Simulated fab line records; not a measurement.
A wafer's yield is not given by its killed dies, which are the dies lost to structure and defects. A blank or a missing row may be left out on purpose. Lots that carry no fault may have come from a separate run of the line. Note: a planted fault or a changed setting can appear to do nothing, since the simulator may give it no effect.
Which tool did it? | flow berkeley-cmos170 | 7 lots, 21 wafers sampled, at 4 steps of a route of 331

== WHAT EACH GAUGE READ, for each wafer ==
UCB170_V2_THK_MEAS_04.
lot  | measured     | on            | V2_POLISHED_THK (nm)
L959 | day 8 09:23  | film-metro-01 | 1000.3 999.9 1000.1
L961 | day 9 06:11  | film-metro-01 | 1001.0 1002.1 1003.5
L966 | day 9 08:44  | film-metro-04 | 1000.8 1000.1 1002.1
L970 | day 11 03:36 | film-metro-01 | 1000.1 1000.7 998.7
L976 | day 14 10:35 | film-metro-04 | 1000.8 1000.0 1002.1
L977 | day 11 20:58 | film-metro-01 | 999.5 995.7 999.8
L981 | day 12 20:50 | film-metro-01 | 1001.0 1000.5 1001.9

== WHAT TOOL EACH LOT RAN ON (gives the tool, then ch and the chambers of the sampled wafers, and finally the start) ==
lot  | UCB170_PWELL_STRIP_16               | UCB170_M2_SPUTTER_01         | UCB170_V2_CVD_00
L959 | plasma-asher-01 ch 0,1, day 3 09:25 | pvd-sputter-01, day 8 05:08  | pecvd-03 ch 0,1,2, day 8 08:43
L961 | plasma-asher-01 ch 0,1, day 3 16:37 | pvd-sputter-04, day 9 02:07  | pecvd-01 ch 0,1,2, day 9 05:32
L966 | plasma-asher-03 ch 0,1, day 4 19:21 | pvd-sputter-01, day 9 05:36  | pecvd-01 ch 0,1,2, day 9 08:05
L970 | plasma-asher-04 ch 0,1, day 5 17:38 | pvd-sputter-04, day 10 23:15 | pecvd-01 ch 0,1,2, day 11 02:58
L976 | plasma-asher-01 ch 0, day 6 22:48   | pvd-sputter-02, day 11 00:13 | pecvd-04 ch 0,1,2, day 11 04:38
L977 | plasma-asher-01 ch 1, day 7 08:40   | pvd-sputter-01, day 11 14:38 | pecvd-03 ch 0,1,2, day 11 20:16
L981 | plasma-asher-04 ch 0,1, day 8 09:05 | pvd-sputter-04, day 12 16:38 | pecvd-01 ch 0,2, day 12 20:12
- UCB170_PWELL_STRIP_16: strips in O2.
- UCB170_M2_SPUTTER_01: material Al, target thk 900 nm, time 120 s.
- UCB170_V2_CVD_00: deposits SiO2 from TEOS/O2, target thk 2000 nm, time 250 s.

== THE ANSWER, worked out from the rows above alone ==
Rule: usual is defined by the lots themselves. Put in order of their means at a reading, lots are off if they are a third of the lots or fewer, leave a main group of 4 or more, and stand apart from it by a gap of 3 or more times the standard deviation of the main group's means; of several such gaps the widest counts. The tables above print the reading to a certain number of digits; a main group whose means all agree to those digits is not used. Also off: a lot with no number at a reading for which 4 or more lots have one. The other lots that the step has rows for count as sound.
Nothing can be told from this: no lot is off at any reading shown.

== WHAT WAS PUT IN BY THE SIMULATOR ==
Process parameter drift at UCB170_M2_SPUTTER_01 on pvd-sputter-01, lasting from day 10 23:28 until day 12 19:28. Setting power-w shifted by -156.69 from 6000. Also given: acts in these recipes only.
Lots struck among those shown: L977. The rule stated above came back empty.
